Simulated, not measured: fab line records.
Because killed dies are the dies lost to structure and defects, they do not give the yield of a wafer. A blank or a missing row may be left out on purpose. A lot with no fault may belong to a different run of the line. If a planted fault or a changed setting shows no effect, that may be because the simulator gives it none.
fab line records ; flow berkeley-cmos170
record: lots: 14; wafers: 42; last-day: 11
route steps=331 shown FIELD@90
lots that met no fault: from a run of the same line without faults
start-h: start of the lot's first displayed wafer, in hours after the record's first day ; wait-h: hours elapsed since this lot's preceding step ; " unchanged from the row above ; L1.1+2: several wafers, shown together as one row ; - either no value or no given start ; * or withheld: withheld ; < > ~ a bound
route shown NAME@n: NAME is a module with steps in the file, n the number in the route of the first one ; usual: mean and standard deviation over wafers with no fault ; same: alike in all rows ; chamber/n: place in a boat ; sites: readings site by site ; _std_site: standard deviation of those values ; _edge_site: mean of outer sites minus mean of inner sites ; radius-mm: for every site, how far away it sits from the centre of the wafer ; mask NAME#n: copy n ; behind: tool/chamber where the wafer was last shaped ; hold: what put the lot on hold/how long, in hours/how the hold closed ; device: names the non-switching transistor (n, p or np) ; end of line: tests run on the same wafers once the route is complete ; a step given without rows: its recipe and nothing more ; killed: not the wafer's yield, but the dies lost to structure and defects at the first sort ; map: a wafer's dies, x killed, . not, _ none there
set.NAME: the setting as run; set.NAME@STEP: as run at that earlier step ; model.NAME: the simulator's own value behind a step, which no gauge read
a sample of lots followed through the steps of the route, with each step as a table and each wafer as a row
services: the hour from which a tool's chamber was out of use, counted from the record's first day as start-h (under 0 if before that day), plus the number of hours and why
== steps ==
step: UCB170_FIELD_OXIDATION_01
recipe: temp-c: 1000; ambient: H2O; p-h2o-torr: 584.62; target-thk-a: 5583; ox-time-s: 7200
usual: spike-tc-centre-C: 1002.2/1.1; spike-tc-load-C: 1027.8/1.2; spike-tc-source-C: 1026.4/2.8; tube-center-temp-C: 1000/0.09; tube_center_temp_C_max: 1002.5/0.4; zone-power-source-pct: 33.8/0.81
lot.wafer;tool;chamber;start-h;wait-h;spike-tc-centre-C;spike-tc-load-C;spike-tc-source-C;tube-center-temp-C;tube_center_temp_C_max;zone-power-source-pct
L357.1;furnace-01;0;85.05;2.5;1000.2;1028.7;1022.8;999.88;1002.7;33.0
L357.2;furnace-01;0;85.05;2.5;1000.9;1028.3;1020.2;999.98;1003.3;32.9
L357.3;furnace-01;0;85.05;2.5;1000.8;1028.0;1022.1;999.78;1002.6;33.8
L358.1;furnace-01;0;85.05;3.2;1002.3;1028.6;1022.8;1000;1002.3;33.4
L358.4;furnace-01;0;85.05;3.2;1004.1;1030.0;1023.5;1000.1;1003.2;32.9
L358.6;furnace-01;0;85.05;3.2;1002.5;1028.8;1023.9;1000.1;1002.1;32.8
L361.1;furnace-04;0;101.26;2.8;1002.8;1026.1;1029.3;1000.1;1003.1;34.2
L361.2;furnace-04;0;101.26;2.8;1003.1;1028.1;1030.3;999.99;1002.7;34.7
L361.5;furnace-04;0;101.26;2.8;1003.1;1028.7;1026.3;999.97;1001.8;34.5
L363.3;furnace-02;0;110.33;3.5;1003.5;1024.3;1026.9;999.95;1002.2;34.6
L363.4;furnace-02;0;110.33;3.5;1001.7;1025.8;1026.3;1000;1002.5;35.3
L363.5;furnace-02;0;110.33;3.5;1003.0;1025.8;1027.1;999.87;1003.1;35.0
L364.1;furnace-02;0;122.18;3.7;1001.5;1025.3;1024.3;1000;1002.1;34.8
L364.3;furnace-02;0;122.18;3.7;1001.6;1025.4;1026.4;1000;1002.5;35.3
L364.4;furnace-02;0;122.18;3.7;1002.0;1026.8;1026.6;1000.2;1002.6;34.9
L365.4;furnace-01;0;128.13;2.9;1002.8;1028.9;1024.2;999.99;1002.5;32.6
L365.5;furnace-01;0;128.13;2.9;1002.7;1028.5;1024.2;999.97;1002.4;33.4
L365.6;furnace-01;0;128.13;2.9;1004.4;1029.0;1023.4;1000;1003.0;33.0
L367.1;furnace-04;0;143.85;2.5;1001.5;1027.6;1027.5;1000;1002.4;34.0
L367.4;furnace-04;0;143.85;2.5;1003.1;1026.4;1031.3;999.91;1002.0;34.6
L367.5;furnace-04;0;143.85;2.5;1001.4;1029.9;1029.4;1000.1;1002.0;34.1
L368.2;furnace-04;0;143.85;2.8;1003.7;1026.6;1028.8;1000;1002.7;33.8
L368.4;furnace-04;0;143.85;2.8;1002.4;1028.5;1029.3;1000.1;1002.8;34.1
L368.5;furnace-04;0;143.85;2.8;1003.2;1028.8;1028.0;1000.1;1002.2;34.1
L373.1;furnace-01;0;168.70;0.9;1002.3;1028.2;1024.4;999.95;1002.1;32.8
L373.2;furnace-01;0;168.70;0.9;1000.0;1027.8;1021.9;999.97;1002.7;33.0
L373.6;furnace-01;0;168.70;0.9;1001.3;1028.9;1022.1;999.98;1002.9;32.7
L374.3;furnace-01;0;175.64;0.2;976.4;1003.8;996.1;975.05;977.4;31.3
L374.4;furnace-01;0;175.64;0.2;974.9;1004.0;998.7;974.79;977.4;31.3
L374.6;furnace-01;0;175.64;0.2;975.8;1003.5;997.6;975.13;977.0;31.0
L375.1;furnace-01;0;175.64;1.8;977.3;1002.5;998.7;974.96;977.8;30.9
L375.4;furnace-01;0;175.64;1.8;975.6;1003.5;997.5;975.06;977.4;31.5
L375.6;furnace-01;0;175.64;1.8;974.5;1004.4;996.2;975.07;977.2;31.4
L377.1;furnace-04;0;184.40;1.6;1000.8;1026.7;1027.8;1000;1002.3;33.9
L377.5;furnace-04;0;184.40;1.6;1004.0;1028.1;1029.3;999.96;1002.2;34.6
L377.6;furnace-04;0;184.40;1.6;1002.8;1027.3;1029.9;999.98;1002.3;33.8
L378.2;furnace-04;0;184.40;2.4;1003.1;1027.1;1026.8;999.91;1002.4;33.9
L378.5;furnace-04;0;184.40;2.4;1001.9;1027.2;1029.6;999.99;1002.2;34.0
L378.6;furnace-04;0;184.40;2.4;1003.2;1027.3;1028.6;1000;1002.3;33.9
L379.1;furnace-04;0;184.40;1.8;1003.6;1027.8;1029.7;1000;1002.6;33.9
L379.3;furnace-04;0;184.40;1.8;1003.9;1027.1;1029.7;1000;1002.6;34.2
L379.4;furnace-04;0;184.40;1.8;1002.0;1028.4;1028.0;1000;1002.7;34.2
step: UCB170_FIELD_THK_MEAS_02
recipe: reads: SiO2_of_FIELD_OXIDATION_01
usual: FIELD_OXIDE_THK: 554/12
lot.wafer;tool;chamber;start-h;wait-h;FIELD_OXIDE_THK[nm]
L358.1;film-metro-03;-;88.05;0.0;564
L358.4;film-metro-03;-;88.05;0.0;550
L358.6;film-metro-03;-;88.05;0.0;567
L357.1;film-metro-03;-;88.11;0.1;556
L357.2;film-metro-03;-;88.11;0.1;554
L357.3;film-metro-03;-;88.11;0.1;555
L361.1;film-metro-04;-;104.26;0.0;540
L361.2;film-metro-04;-;104.26;0.0;543
L361.5;film-metro-04;-;104.26;0.0;547
L363.3;film-metro-03;-;113.35;0.0;562
L363.4;film-metro-03;-;113.35;0.0;561
L363.5;film-metro-03;-;113.35;0.0;553
L364.1;film-metro-04;-;125.18;0.0;540
L364.3;film-metro-04;-;125.18;0.0;537
L364.4;film-metro-04;-;125.18;0.0;540
L365.4;film-metro-04;-;131.16;0.0;571
L365.5;film-metro-04;-;131.16;0.0;570
L365.6;film-metro-04;-;131.16;0.0;570
L367.1;film-metro-01;-;146.85;0.0;541
L367.4;film-metro-01;-;146.85;0.0;542
L367.5;film-metro-01;-;146.85;0.0;543
L368.2;film-metro-03;-;146.86;0.0;547
L368.4;film-metro-03;-;146.86;0.0;556
L368.5;film-metro-03;-;146.86;0.0;550
L373.1;film-metro-01;-;171.70;0.0;559
L373.2;film-metro-01;-;171.70;0.0;567
L373.6;film-metro-01;-;171.70;0.0;563
L375.1;film-metro-03;-;178.64;0.0;463
L375.4;film-metro-03;-;178.64;0.0;457
L375.6;film-metro-03;-;178.64;0.0;459
L374.3;film-metro-01;-;178.66;0.0;462
L374.4;film-metro-01;-;178.66;0.0;460
L374.6;film-metro-01;-;178.66;0.0;463
L379.1;film-metro-04;-;187.40;0.0;568
L379.3;film-metro-04;-;187.40;0.0;562
L379.4;film-metro-04;-;187.40;0.0;565
L378.2;film-metro-03;-;187.41;0.0;549
L378.5;film-metro-03;-;187.41;0.0;549
L378.6;film-metro-03;-;187.41;0.0;548
L377.1;film-metro-03;-;187.46;0.1;541
L377.5;film-metro-03;-;187.46;0.1;536
L377.6;film-metro-03;-;187.46;0.1;535
step: UCB170_FIELD_THK_MEAS_90
recipe: reads: SiO2_of_FIELD_OXIDATION_01
usual: FIELD_OXIDE_LEFT_1_THK: 437/12
lot.wafer;tool;chamber;start-h;wait-h;FIELD_OXIDE_LEFT_1_THK[nm]
L357.1;film-metro-01;-;95.43;0.0;440
L357.2;film-metro-01;-;95.43;0.0;438
L357.3;film-metro-01;-;95.43;0.0;439
L358.1;film-metro-03;-;95.43;0.0;444
L358.4;film-metro-03;-;95.43;0.0;432
L358.6;film-metro-03;-;95.43;0.0;449
L361.1;film-metro-03;-;113.11;0.0;422
L361.2;film-metro-03;-;113.11;0.0;424
L361.5;film-metro-03;-;113.11;0.0;429
L363.3;film-metro-01;-;120.93;0.0;446
L363.4;film-metro-01;-;120.93;0.0;447
L363.5;film-metro-01;-;120.93;0.0;437
L364.1;film-metro-03;-;134.83;0.0;423
L364.3;film-metro-03;-;134.83;0.0;420
L364.4;film-metro-03;-;134.83;0.0;423
L365.4;film-metro-01;-;139.27;0.0;450
L365.5;film-metro-01;-;139.27;0.0;450
L365.6;film-metro-01;-;139.27;0.0;450
L367.1;film-metro-03;-;155.55;0.0;422
L367.4;film-metro-03;-;155.55;0.0;424
L367.5;film-metro-03;-;155.55;0.0;425
L368.2;film-metro-04;-;155.60;0.1;431
L368.4;film-metro-04;-;155.60;0.1;438
L368.5;film-metro-04;-;155.60;0.1;432
L373.1;film-metro-04;-;177.46;0.0;444
L373.2;film-metro-04;-;177.46;0.0;451
L373.6;film-metro-04;-;177.46;0.0;447
L375.1;film-metro-03;-;186.76;0.0;346
L375.4;film-metro-03;-;186.76;0.0;341
L375.6;film-metro-03;-;186.76;0.0;343
L374.3;film-metro-01;-;186.78;0.0;344
L374.4;film-metro-01;-;186.78;0.0;342
L374.6;film-metro-01;-;186.78;0.0;346
L379.1;film-metro-03;-;194.72;0.0;454
L379.3;film-metro-03;-;194.72;0.0;447
L379.4;film-metro-03;-;194.72;0.0;450
L378.2;film-metro-01;-;194.73;0.0;431
L378.5;film-metro-01;-;194.73;0.0;431
L378.6;film-metro-01;-;194.73;0.0;430
L377.1;film-metro-03;-;194.78;0.1;425
L377.5;film-metro-03;-;194.78;0.1;420
L377.6;film-metro-03;-;194.78;0.1;419
step: UCB170_FIELD_THK_MEAS_91
recipe: reads: SiO2_of_FIELD_OXIDATION_01
usual: FIELD_OXIDE_LEFT_2_THK: 349/12
lot.wafer;tool;chamber;start-h;wait-h;FIELD_OXIDE_LEFT_2_THK[nm]
L358.1;film-metro-01;-;117.19;0.0;357
L358.4;film-metro-01;-;117.19;0.0;344
L358.6;film-metro-01;-;117.19;0.0;361
L357.1;film-metro-04;-;118.42;0.0;351
L357.2;film-metro-04;-;118.42;0.0;349
L357.3;film-metro-04;-;118.42;0.0;350
L361.1;film-metro-03;-;130.37;0.0;333
L361.2;film-metro-03;-;130.37;0.0;336
L361.5;film-metro-03;-;130.37;0.0;340
L363.3;film-metro-03;-;141.19;0.0;358
L363.4;film-metro-03;-;141.19;0.0;358
L363.5;film-metro-03;-;141.19;0.0;348
L364.1;film-metro-04;-;149.45;0.0;335
L364.3;film-metro-04;-;149.45;0.0;333
L364.4;film-metro-04;-;149.45;0.0;335
L365.4;film-metro-03;-;154.90;0.0;362
L365.5;film-metro-03;-;154.90;0.0;362
L365.6;film-metro-03;-;154.90;0.0;361
L367.1;film-metro-01;-;169.39;0.0;334
L367.4;film-metro-01;-;169.39;0.0;336
L367.5;film-metro-01;-;169.39;0.0;337
L368.2;film-metro-01;-;169.46;0.0;342
L368.4;film-metro-01;-;169.46;0.0;351
L368.5;film-metro-01;-;169.46;0.0;343
L373.1;film-metro-03;-;194.09;0.0;355
L373.2;film-metro-03;-;194.09;0.0;363
L373.6;film-metro-03;-;194.09;0.0;359
L374.3;film-metro-03;-;202.55;0.0;256
L374.4;film-metro-03;-;202.55;0.0;254
L374.6;film-metro-03;-;202.55;0.0;257
L375.1;film-metro-01;-;203.21;0.0;258
L375.4;film-metro-01;-;203.21;0.0;252
L375.6;film-metro-01;-;203.21;0.0;254
L379.1;film-metro-04;-;212.28;0.0;365
L379.3;film-metro-04;-;212.28;0.0;358
L379.4;film-metro-04;-;212.28;0.0;361
L377.1;film-metro-03;-;212.35;0.0;337
L377.5;film-metro-03;-;212.35;0.0;332
L377.6;film-metro-03;-;212.35;0.0;330
L378.2;film-metro-04;-;213.02;0.0;344
L378.5;film-metro-04;-;213.02;0.0;343
L378.6;film-metro-04;-;213.02;0.0;343
== services ==
tool;chamber;start-h;hours;kind
furnace-02;-;139.10;5.3;pm
furnace-01;-;157.32;2.9;pm
furnace-02;-;180.45;2.6;pm
== key ==
first-sign: step: UCB170_FIELD_OXIDATION_01; reading: tube-center-temp-C; direction: down; sigmas: 99+; usual: *; struck: *
effect: step: UCB170_FIELD_OXIDATION_01; reading: tube_center_temp_C_max; direction: down; sigmas: 62; usual: *; struck: *
effect: step: UCB170_FIELD_THK_MEAS_02; reading: FIELD_OXIDE_THK; direction: down; sigmas: 7.6; usual: 554; struck: 461
effect: step: UCB170_FIELD_THK_MEAS_90; reading: FIELD_OXIDE_LEFT_1_THK; direction: down; sigmas: 7.6; usual: 437; struck: 344
effect: step: UCB170_FIELD_THK_MEAS_91; reading: FIELD_OXIDE_LEFT_2_THK; direction: down; sigmas: 7.5; usual: 349; struck: 255
met-at UCB170_FIELD_OXIDATION_01
struck-lots L374,L375
tester-left-out L374,L375
onset-between 168.70 175.64
fault: kind: process-parameter-drift; tool: furnace-01; chamber: -; onset-h: 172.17; steps: UCB170_FIELD_OXIDATION_01; channel: temp-c; offset: *; shape: step; end-h: 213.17; acts-in: *; stated: *
tester-left-out: of these lots the tester's yield and bins aren't shown, on N5 and GAA mostly nor the transistor test; their killed dies are dies lost to structure and defects alone, not to doping, threshold or leakage, so they don't give the yield
